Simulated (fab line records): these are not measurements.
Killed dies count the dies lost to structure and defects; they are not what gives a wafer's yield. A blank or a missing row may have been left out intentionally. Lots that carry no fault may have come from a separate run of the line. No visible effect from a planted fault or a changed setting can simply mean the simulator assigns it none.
Chamber matching :: flow berkeleyCmos170 :: UCB170_M3_ETCH_17 on rieDiel-03: 4 sister chambers
The step etches BARC in N2/H2. 4 wafers are shown with their chamber, then 7 later ones without.

## WAFERS PAIRED WITH THEIR CHAMBERS
wafer: L897.1
chamber: 0
drypumpMotorCurrentA (A): 5.5

wafer: L899.6
chamber: 2
drypumpMotorCurrentA (A): 5.7

wafer: L898.1
chamber: 3
drypumpMotorCurrentA (A): 6.2

wafer: L898.3
chamber: 1
drypumpMotorCurrentA (A): 4.8

## WAFERS WHOSE CHAMBER IS MISSING
wafer: L898.6
drypumpMotorCurrentA (A): 5.5

wafer: L904.2
drypumpMotorCurrentA (A): 4.7

wafer: L904.4
drypumpMotorCurrentA (A): 6.2

wafer: L904.6
drypumpMotorCurrentA (A): 5.7

wafer: L910.3
drypumpMotorCurrentA (A): 6.2

wafer: L910.4
drypumpMotorCurrentA (A): 5.5

wafer: L910.5
drypumpMotorCurrentA (A): 5.5

## CHAMBER TAKEN BY EACH
wafer: L898.6
from the rows above: 0
in truth: 0

wafer: L904.2
from the rows above: 1
in truth: 1

wafer: L904.4
from the rows above: 3
in truth: 3

wafer: L904.6
from the rows above: 2
in truth: 2

wafer: L910.3
from the rows above: 3
in truth: 3

wafer: L910.4
from the rows above: 0
in truth: 0

wafer: L910.5
from the rows above: 0
in truth: 0
7 of 7 placed correctly. From these rows, 0 cannot be placed. Number placed wrongly: 0.
How it was worked out, from the rows above alone: a wafer's distance from a chamber is the root of the sum, over the readings, of the square of ((its reading less the chamber's mean) divided by the reading's scatter). If the next closest chamber is less than 2 further off than the closest, the wafer can't be placed; otherwise it belongs to the closest. Each chamber's mean is taken over the wafers shown for it. The scatter: with one shown wafer a chamber, the root of the mean of the squares of how far each hidden wafer lies from its nearest shown one.
